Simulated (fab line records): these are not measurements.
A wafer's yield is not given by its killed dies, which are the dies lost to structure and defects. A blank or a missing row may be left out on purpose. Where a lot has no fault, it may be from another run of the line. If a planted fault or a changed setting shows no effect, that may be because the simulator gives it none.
fab line records	flow rit-cmos
[record] lots = 7	wafers = 21	last-day = 7
route steps=202 shown PRETRO@71 GATE@75 FOX2@80 M1@202
lots untouched by any fault: they come from a run of this same line in which no faults occurred
start-h: start of the lot's first displayed wafer, in hours after the record's first day	wait-h: hours elapsed since this lot's preceding step	" the same as in the row above	L1.1+2: a row that stands for several wafers	- no value, or no start was given	* or withheld: withheld	< > ~ a bound
route shown NAME@n: a module of which the file shows steps, and the number in the route of the first	usual: mean/standard deviation of fault-free wafers	same: alike in all rows	chamber/n: place in a boat	sites: readings site by site	_std_site: standard deviation across them	_edge_site: inner sites' mean taken away from outer sites' mean	radius-mm: for every site, how far away it sits from the centre of the wafer	mask NAME#n: copy n	behind: the tool/chamber that last shaped the wafer	hold: why the lot went on hold/how many hours it stayed there/how the hold came to an end	device: whichever transistor did not switch (one of n, p or np)	end of line: tests of these same wafers at the route's end	for a step that has no rows: nothing shown but its recipe	killed: count of dies lost to structure and defects at first sort (not the wafer's yield)	map: the dies of a wafer, with x for killed, . for not killed, _ for no die there
set.NAME: the run value of the setting; set.NAME@STEP: its run value at that earlier step	model.NAME: the simulator's own value behind a step, which no gauge read
lots at selected steps of the route; one table per step, one row per wafer
services: when a tool's chamber went out of use (start-h, in hours from the record's first day, below 0 if earlier), for how many hours, and the reason
[[steps]]
[step RIT_PRETRO_HARDBAKE_07]
[recipe] resist = NOVOLAK	temp-c = 140	time-s = 120
[step RIT_PRETRO_IMPLANT_08]
[recipe] species = B	energy-kev = 45	dose-cm2 = 1.2e+13	tilt-deg = 7
[step RIT_PRETRO_STRIP_09]
[recipe] chemistry = O2	time-s = 180	resist = NOVOLAK	platen-temp-c = withheld	power-w = 500	pressure-mtorr = 4000	o2-flow-sccm = 4000
[usual] drypump-motor-current-A = 5.5/0.47
lot.wafer	tool	chamber	start-h	wait-h	drypump-motor-current-A	rf-hours-counter-h
L672.1	plasma-asher-04	0	34.47	0.1	6.3	40
L672.3	"	1	"	"	5.6	-
L672.4	"	0	"	"	6.3	-
L673.2	plasma-asher-01	1	41.87	0.1	5.3	25
L673.3	"	0	"	"	5.8	-
L673.5	"	1	"	"	5.4	-
L687.3	plasma-asher-03	1	109.40	0.1	5.3	-
L687.4	"	0	"	"	4.9	-
L687.5	"	0	"	"	4.8	-
L688.1	plasma-asher-03	1	113.58	0.1	5.3	47
L688.3	"	1	"	"	5.3	-
L688.6	"	1	"	"	5.4	-
L692.1	plasma-asher-01	1	132.71	0.1	5.3	34
L692.4	"	0	"	"	5.7	-
L692.6	"	0	"	"	5.8	-
L693.1	plasma-asher-01	0	138.45	0.1	5.8	35
L693.3	"	0	"	"	5.8	-
L693.5	"	0	"	"	5.8	-
L695.2	plasma-asher-03	0	148.89	0.1	4.8	51
L695.4	"	0	"	"	4.8	-
L695.5	"	0	"	"	4.8	-
[step RIT_PRETRO_TW_MEAS_10]
[usual] PRETRO_TW = 476/4.7
lot.wafer	tool	chamber	start-h	wait-h	PRETRO_TW
L672.1	film-metro-03	-	34.65	0.1	466
L672.3	"	-	"	"	467
L672.4	"	-	"	"	468
L673.2	film-metro-04	-	42.06	0.1	480
L673.3	"	-	"	"	481
L673.5	"	-	"	"	483
L687.3	film-metro-04	-	109.53	0.1	482
L687.4	"	-	"	"	480
L687.5	"	-	"	"	480
L688.1	film-metro-03	-	113.75	0.1	471
L688.3	"	-	"	"	472
L688.6	"	-	"	"	472
L692.1	film-metro-04	-	132.89	0.1	483
L692.4	"	-	"	"	480
L692.6	"	-	"	"	480
L693.1	film-metro-03	-	138.63	0.1	473
L693.3	"	-	"	"	470
L693.5	"	-	"	"	471
L695.2	film-metro-03	-	149.07	0.1	468
L695.4	"	-	"	"	473
L695.5	"	-	"	"	470
[step RIT_GATE_WET_ETCH_00]
[recipe] chemistry = BOE	target = SiO2	target-depth-nm = 56	time-s = 60	dry = n2-spin	dilution = 10:1	temp-c = 21.5
[step RIT_GATE_CLEAN_01]
[recipe] chemistry = SC1	mix = 3:3:50	time-s = 600	temp-c = 75
[step RIT_GATE_CLEAN_02]
[recipe] chemistry = dHF	dilution = 50:1	time-s = 30
[step RIT_GATE_CLEAN_03]
[recipe] chemistry = SC2	mix = 3:3:50	time-s = 600	temp-c = 75	dry = n2-spin
[step RIT_GATE_CLEAN_04]
[recipe] chemistry = dHF	dilution = 50:1	time-s = 60	dry = n2-spin
[step RIT_FOX2_THK_MEAS_91]
[recipe] reads = SiO2_of_FOX2_OXIDATION_00
[usual] FIELD_OXIDE_LEFT_2_THK = 255/6.5
lot.wafer	tool	chamber	start-h	wait-h	FIELD_OXIDE_LEFT_2_THK[nm]
L672.1	film-metro-01	-	35.15	0.0	265
L672.3	"	-	"	"	259
L672.4	"	-	"	"	256
L673.2	film-metro-04	-	42.53	0.0	264
L673.3	"	-	"	"	262
L673.5	"	-	"	"	261
L687.3	film-metro-03	-	110.01	0.0	259
L687.4	"	-	"	"	262
L687.5	"	-	"	"	255
L688.1	film-metro-03	-	114.25	0.0	255
L688.3	"	-	"	"	259
L688.6	"	-	"	"	260
L692.1	film-metro-01	-	133.40	0.0	259
L692.4	"	-	"	"	260
L692.6	"	-	"	"	264
L693.1	film-metro-03	-	139.10	0.0	260
L693.3	"	-	"	"	263
L693.5	"	-	"	"	263
L695.2	film-metro-04	-	149.55	0.0	254
L695.4	"	-	"	"	251
L695.5	"	-	"	"	253
[step RIT_GATE_OXIDATION_05]
[recipe] temp-c = 900	ambient = O2	target-thk-a = 30	ox-time-s = 270
[step RIT_GATE_ANNEAL_06]
[recipe] temp-c = 900	time-s = 600	ambient = N2O
[step RIT_GATE_THK_MEAS_07]
[recipe] reads = SiO2_of_GATE_OXIDATION_05
[usual] GATE_OXIDE_THK = 3.01/0.066
lot.wafer	tool	chamber	start-h	wait-h	GATE_OXIDE_THK[nm]
L672.1	film-metro-03	-	41.65	0.0	3.01
L672.3	"	-	"	"	3.10
L672.4	"	-	"	"	3.13
L673.2	film-metro-04	-	43.92	0.0	3.04
L673.3	"	-	"	"	3.04
L673.5	"	-	"	"	3.07
L687.3	film-metro-04	-	113.86	0.0	4.61
L687.4	"	-	"	"	4.69
L687.5	"	-	"	"	4.65
L688.1	film-metro-04	-	115.63	0.0	4.70
L688.3	"	-	"	"	4.81
L688.6	"	-	"	"	4.72
L692.1	film-metro-04	-	136.10	0.0	4.66
L692.4	"	-	"	"	4.72
L692.6	"	-	"	"	4.63
L693.1	film-metro-03	-	143.04	0.0	3.03
L693.3	"	-	"	"	2.95
L693.5	"	-	"	"	3.01
L695.2	film-metro-03	-	151.34	0.0	3.09
L695.4	"	-	"	"	3.11
L695.5	"	-	"	"	3.09
[step RIT_GATE_CVD_08]
[recipe] material = poly-Si	target-thk-nm = 250	temp-c = 610	precursor = SiH4	time-s = 2220	pressure-mtorr = 300	sih4-flow-sccm = 100
[step RIT_M1_PROBE_99]
[usual] killed-at-contacts = 0.1/0.31	killed-at-front-end = 6.3/2.7	killed-dies = 6.4/2.7	killed-open = 3.3/2	killed-short = 3/1.8
[same] gross-dies = 264	killed_at_M0_to_M3 = 0	killed_at_M4_up = 0	killed-at-back-side = 0	killed-at-other = 0
lot.wafer	tool	chamber	start-h	wait-h	killed-at-contacts	killed-at-front-end	killed-dies	killed-open	killed-short
L672.1	prober-01	-	67.80	0.1	0	12	12	8	4
L672.3	prober-01	-	67.90	0.2	0	3	3	1	2
L672.4	prober-01	-	67.95	0.2	0	11	11	8	3
L673.2	prober-01	-	70.88	0.1	0	4	4	4	0
L673.3	prober-01	-	70.93	0.2	0	6	6	2	4
L673.5	prober-01	-	71.03	0.2	1	2	3	2	1
L687.3	prober-01	-	138.19	0.2	0	8	8	6	2
L687.4	prober-01	-	138.24	0.2	1	5	6	1	5
L687.5	prober-01	-	138.29	0.2	0	11	11	4	7
L688.1	prober-02	-	139.75	0.1	0	6	6	4	2
L688.3	prober-02	-	139.85	0.2	0	9	9	6	3
L688.6	prober-02	-	140.00	0.2	0	7	7	4	3
L692.1	prober-02	-	159.73	0.1	0	1	1	1	0
L692.4	prober-02	-	159.88	0.2	0	7	7	3	4
L692.6	prober-02	-	159.98	0.2	0	6	6	2	4
L693.1	prober-01	-	167.17	0.1	1	0	1	0	1
L693.3	prober-01	-	167.27	0.2	0	9	9	8	1
L693.5	prober-01	-	167.37	0.2	0	12	12	1	9
L695.2	prober-01	-	179.81	0.1	0	5	5	3	2
L695.4	prober-01	-	179.91	0.2	0	5	5	2	3
L695.5	prober-01	-	179.96	0.2	0	7	7	6	1
// killed by level:class
L672.1 FOX1:geometric-particle:open=2 GATE:geometric-particle:open=2 SPACER:geometric-particle:short=2 SPACER:geometric-particle:open=2 FOX1:geometric-particle:short=1 REOX:geometric-particle:open=1 REOX:geometric-particle:short=1 SILICIDE:geometric-particle:open=1
L672.3 FOX1:geometric-particle:short=1 GATE:geometric-particle:open=1 SPACER:geometric-particle:short=1
L672.4 GATE:geometric-particle:open=3 SPACER:geometric-particle:open=3 FOX1:geometric-particle:short=1 REOX:geometric-particle:short=1 REOX:geometric-particle:open=1 SILICIDE:geometric-particle:short=1 SILICIDE:geometric-particle:open=1
L673.2 FOX1:geometric-particle:open=2 GATE:geometric-particle:open=1 SPACER:geometric-particle:open=1
L673.3 SPACER:geometric-particle:short=2 SILICIDE:geometric-particle:short=2 GATE:geometric-particle:open=1 SPACER:geometric-particle:open=1
L673.5 GATE:geometric-particle:open=1 SILICIDE:geometric-particle:open=1 CONTACT:geometric-particle:short=1
L687.3 GATE:geometric-particle:open=3 FOX1:geometric-particle:open=1 FOX1:geometric-particle:short=1 GATE:geometric-particle:short=1 SPACER:geometric-particle:open=1 SILICIDE:geometric-particle:open=1
L687.4 GATE:geometric-particle:short=2 REOX:geometric-particle:short=1 SPACER:geometric-particle:short=1 SPACER:geometric-particle:open=1 CONTACT:geometric-particle:short=1
L687.5 GATE:geometric-particle:short=3 FOX1:geometric-particle:short=1 FOX1:geometric-particle:open=1 GATE:geometric-particle:open=1 REOX:geometric-particle:open=1 REOX:geometric-particle:short=1 SPACER:geometric-particle:short=1 SILICIDE:geometric-particle:short=1
L688.1 FOX2:geometric-particle:open=1 GATE:geometric-particle:short=1 GATE:geometric-particle:open=1 SPACER:geometric-particle:open=1 SPACER:geometric-particle:short=1 SILICIDE:geometric-particle:open=1
L688.3 GATE:geometric-particle:short=3 FOX1:geometric-particle:open=2 GATE:geometric-particle:open=2 SPACER:geometric-particle:open=1 SILICIDE:geometric-particle:open=1
L688.6 FOX1:geometric-particle:open=2 GATE:geometric-particle:open=2 FOX2:geometric-particle:short=1 GATE:geometric-particle:short=1 SILICIDE:geometric-particle:short=1
L692.1 GATE:geometric-particle:open=1
L692.4 GATE:geometric-particle:short=2 FOX1:geometric-particle:open=1 REOX:geometric-particle:short=1 SPACER:geometric-particle:open=1 SPACER:geometric-particle:short=1 SILICIDE:geometric-particle:open=1
L692.6 SPACER:geometric-particle:short=2 FOX2:geometric-particle:short=1 GATE:geometric-particle:open=1 REOX:geometric-particle:open=1 REOX:geometric-particle:short=1
L693.1 CONTACT:geometric-particle:short=1
L693.3 SILICIDE:geometric-particle:open=3 GATE:geometric-particle:open=2 FOX1:geometric-particle:open=1 SPACER:geometric-particle:open=1 FOX2:geometric-particle:open=1 SILICIDE:geometric-particle:short=1
L693.5 GATE:geometric-particle:short=4 SILICIDE:geometric-particle:short=2 PWELL:coat-microbubble-printed=2 FOX1:geometric-particle:short=1 FOX2:geometric-particle:short=1 REOX:geometric-particle:open=1 SPACER:geometric-particle:short=1
L695.2 REOX:geometric-particle:open=2 REOX:geometric-particle:short=2 GATE:geometric-particle:open=1
L695.4 GATE:geometric-particle:short=3 SPACER:geometric-particle:open=1 SILICIDE:geometric-particle:open=1
L695.5 GATE:geometric-particle:open=4 SPACER:geometric-particle:open=2 FOX1:geometric-particle:short=1
[[services]]
tool	chamber	start-h	hours	kind
plasma-asher-01	-	12.92	11.9	repair
plasma-asher-04	-	68.49	0.4	repair
plasma-asher-04	-	144.55	14.6	pm
[[key]]
[first-sign] step = RIT_GATE_THK_MEAS_07	reading = GATE_OXIDE_THK	direction = up	sigmas = 25	usual = 3.01	struck = 4.69
effect none on later readings
met-at RIT_GATE_THK_MEAS_07
struck-wafers L687.3,L687.4,L687.5,L688.1,L688.3,L688.6,L692.1,L692.4,L692.6
tester-left-out L687,L688,L692
onset-between 43.92 113.86
[fault] kind = metrology-matching-offset	tool = film-metro-04	chamber = -	onset-h = 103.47	steps = RIT_GATE_THK_MEAS_07	param = thk-nm	offset = 1.6124
// tester-left-out: of these lots the tester's yield and bins aren't shown, on N5 and GAA mostly nor the transistor test; their killed dies are dies lost to structure and defects alone, not to doping, threshold or leakage, so they don't give the yield
